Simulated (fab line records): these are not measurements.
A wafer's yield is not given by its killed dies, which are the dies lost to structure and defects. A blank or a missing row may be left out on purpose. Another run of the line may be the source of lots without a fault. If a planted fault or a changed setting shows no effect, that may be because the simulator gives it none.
Comparing a struck lot with a sound one | flow rit cmos | 19 out of 202 route steps
Sound: the wafers L725.1, L725.2, L725.3. Wafers struck: L737.1, L737.2, L737.4. The cause comes at the end.
Order at every step that has rows: each side's tool, ch and its chambers, its first start. Under that, the readings that differ: sound wafers | struck wafers | difference of the means | sigmas: that difference in standard deviations of wafers without a fault.
alike: words and numbers the same on both sides, and readings whose means are apart by under 2 such deviations; not compared: readings that were withheld, readings missing a value for some wafer, numbers with overlapping values and no deviation given by the record, and bounds like >300 which may hide the same value.
Wherever a step has rows on one side only, a row that says differs or no value, or a row with sigmas, the two part there. Non-overlapping numbers with no deviation appear without sigmas and do not part them. A reading missing from all wafers of one side parts the sides only when that side holds two or more wafers.

first, 1 step without rows for these wafers: RIT_SILICIDE_WET_ETCH_00 (etches SiO2 in BOE, target depth 14 nm, time 15 s).
RIT_SILICIDE_SPUTTER_01: material Ti, target thk 30 nm, time 240 s.
  sound on pvd sputter-02, day 4 16:34; struck on pvd sputter-01, day 7 04:35
  alike: throttle valve pct
RIT_SILICIDE_RS_MEAS_02: measures by four-point-probe.
  sound on film metro-03, day 4 16:43; struck on film metro-01, day 7 04:44
  alike: SILICIDE_TI_RS
RIT_SILICIDE_THK_MEAS_03: measures by xrf.
  sound on film metro-03, day 4 16:50; struck on film metro-01, day 7 04:52
  alike: SILICIDE_TI_THK
RIT_SILICIDE_RTA_04: time 10 s, ramp up 5 s, ramp down 5 s.
  sound on rtp anneal-01 ch 0, day 4 16:53; struck on rtp anneal-01 ch 0, day 7 04:55
  alike: wafer_temp_C_max
then, 1 step without rows for these wafers: RIT_SILICIDE_WET_ETCH_05 (etches Ti in SPM, time 120 s).
RIT_SILICIDE_RTA_06: time 10 s, ramp up 5 s, ramp down 10 s.
  sound on rtp anneal-02 ch 0, day 4 17:00; struck on rtp anneal-02 ch 0, day 7 05:02
  alike: wafer_temp_C_max
RIT_CONTACT_CVD_00: deposits SiO2 from TEOS, target thk 400 nm, time 61 s.
  sound on pecvd-02 ch 1,2, day 4 17:04; struck on pecvd-02 ch 0,1,2, day 7 05:10
  alike: heater power w, rf fwd power W
RIT_CONTACT_THK_MEAS_01:
  sound on film metro-03, day 4 17:08; struck on film metro-01, day 7 05:13
  alike: CONTACT_TEOS_THK
then, 3 steps without rows for these wafers: RIT_CONTACT_HMDS_02 (prime time 60 s); RIT_CONTACT_COAT_03 (resist thk 1000 nm); RIT_CONTACT_SOFTBAKE_04 (time 60 s).
RIT_CONTACT_EXPOSE_05: exposes mask M11, target cd 1000 nm.
  sound on iline stepper-02 ch 0, day 4 17:39; struck on iline stepper-01 ch 0, day 7 05:44
  reading                         | sound                   | struck               | difference | sigmas
  model.CONTACT.overlay x nm (nm) | -0.4903 -0.4903 -0.4903 | -149.4 -149.4 -149.4 | -148.9     |
  alike: mask
then, 2 steps without rows for these wafers: RIT_CONTACT_PEB_06; RIT_CONTACT_DEVELOP_07 (develop time 120 s).
RIT_CONTACT_CD_MEAS_08: target cd 1000 nm.
  sound on cd sem-01, day 4 18:10; struck on cd sem-01, day 7 06:14
  alike: cd nm
RIT_CONTACT_OVL_MEAS_09:
  sound on overlay-02, day 4 18:17; struck on overlay-01, day 7 06:22
  reading          | sound          | struck               | difference | sigmas
  CONTACT_OVL (nm) | -3.0 -3.8 -1.2 | -151.2 -150.5 -151.4 | -148.4     | -99
then, 1 step without rows for these wafers: RIT_CONTACT_HARDBAKE_10 (time 60 s).
RIT_M1_PROBE_99:
  sound on prober-02, day 4 23:37; struck on prober-02, day 7 11:35
  reading                                    | sound             | struck | difference | sigmas
  model.etest.contact to gate.bv right v (V) | 86.79 89.12 90.82 | 166.7  | +77.8      |
  model.etest.contact to gate.bv left v (V)  | 91.98 90.04 90.86 | 17.28  | -73.68     |
  alike: killed at front end, killed dies, killed open, killed short

WHERE THEY PART
Only at RIT_CONTACT_OVL_MEAS_09, within this record. Later steps at which nothing parts them and some readings are alike: RIT_M1_PROBE_99.

WHY: the cause the simulator had injected
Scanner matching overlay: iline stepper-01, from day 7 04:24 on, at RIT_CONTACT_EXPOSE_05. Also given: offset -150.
